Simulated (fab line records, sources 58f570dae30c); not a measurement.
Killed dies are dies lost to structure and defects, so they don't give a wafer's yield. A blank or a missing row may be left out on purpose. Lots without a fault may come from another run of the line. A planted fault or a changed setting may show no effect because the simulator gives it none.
Chamber matching | flow berkeley_cmos170 | UCB170_V1_CMP_02 on cmp-02: 4 sister chambers
The step polishes SiO2. 18 wafers are shown with their chamber, then 9 later ones without.

WAFERS WITH THEIR CHAMBER
wafer  | chamber | motor_current_A (A) | retaining_ring_pressure_frac
L915.1 | 1       | 18.0                | 0.995
L915.2 | 2       | 14.2                | 0.999
L915.4 | 0       | 18.8                | 0.987
L916.1 | 0       | 18.1                | 0.995
L916.3 | 2       | 14.4                | 1.013
L916.4 | 1       | 19.2                | 0.999
L917.4 | 2       | 14.6                | 0.996
L917.5 | 2       | 14.5                | 0.996
L917.6 | 3       | 15.2                | 0.997
L919.1 | 2       | 14.5                | 1.001
L919.4 | 3       | 14.8                | 0.999
L919.6 | 2       | 13.9                | 1.008
L920.1 | 1       | 17.6                | 0.997
L920.3 | 2       | 14.0                | 0.998
L920.6 | 1       | 19.0                | 0.994
L924.2 | 0       | 18.2                | 1.001
L924.3 | 2       | 13.8                | 1.007
L924.6 | 0       | 17.2                | 0.998

SIGNATURES (means of the wafers above)
reading                      | chamber 0 | chamber 1 | chamber 2 | chamber 3 | scatter within a chamber
motor_current_A              | 18.075    | 18.450    | 14.238    | 15.000    | 0.523
retaining_ring_pressure_frac | 0.99525   | 0.99625   | 1.00225   | 0.99800   | 0.00538
Rule: a wafer's distance from a chamber is the root of the sum, over the readings, of the square of ((its reading less the chamber's mean) divided by the reading's scatter). The wafer belongs to the nearest chamber; if the next one is less than 2 further off, it can't be placed. The scatter: the root of (the sum of the squares of (reading less its chamber's mean) over the shown wafers, divided by (wafers less chambers)).

WAFERS WITHOUT THEIR CHAMBER
wafer  | motor_current_A (A) | retaining_ring_pressure_frac
L926.2 | 14.7                | 0.996
L926.4 | 17.5                | 0.998
L926.6 | 18.8                | 0.992
L930.3 | 17.8                | 0.997
L930.4 | 17.3                | 0.997
L930.5 | 15.2                | 0.998
L937.1 | 14.2                | 1.009
L937.3 | 15.1                | 1.006
L937.6 | 13.6                | 0.994

WHICH CHAMBER EACH WENT THROUGH
wafer  | from the rows above     | in truth
L926.2 | can't be placed: 3 or 2 | 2
L926.4 | can't be placed: 0 or 1 | 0
L926.6 | can't be placed: 1 or 0 | 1
L930.3 | can't be placed: 0 or 1 | 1
L930.4 | can't be placed: 0 or 1 | 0
L930.5 | can't be placed: 3 or 2 | 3
L937.1 | can't be placed: 2 or 3 | 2
L937.3 | can't be placed: 3 or 2 | 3
L937.6 | can't be placed: 2 or 3 | 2
Placed correctly: 0 of 9. Can't be placed from these rows: 9 (the true chamber is among the candidates in 9). Placed wrongly: 0.
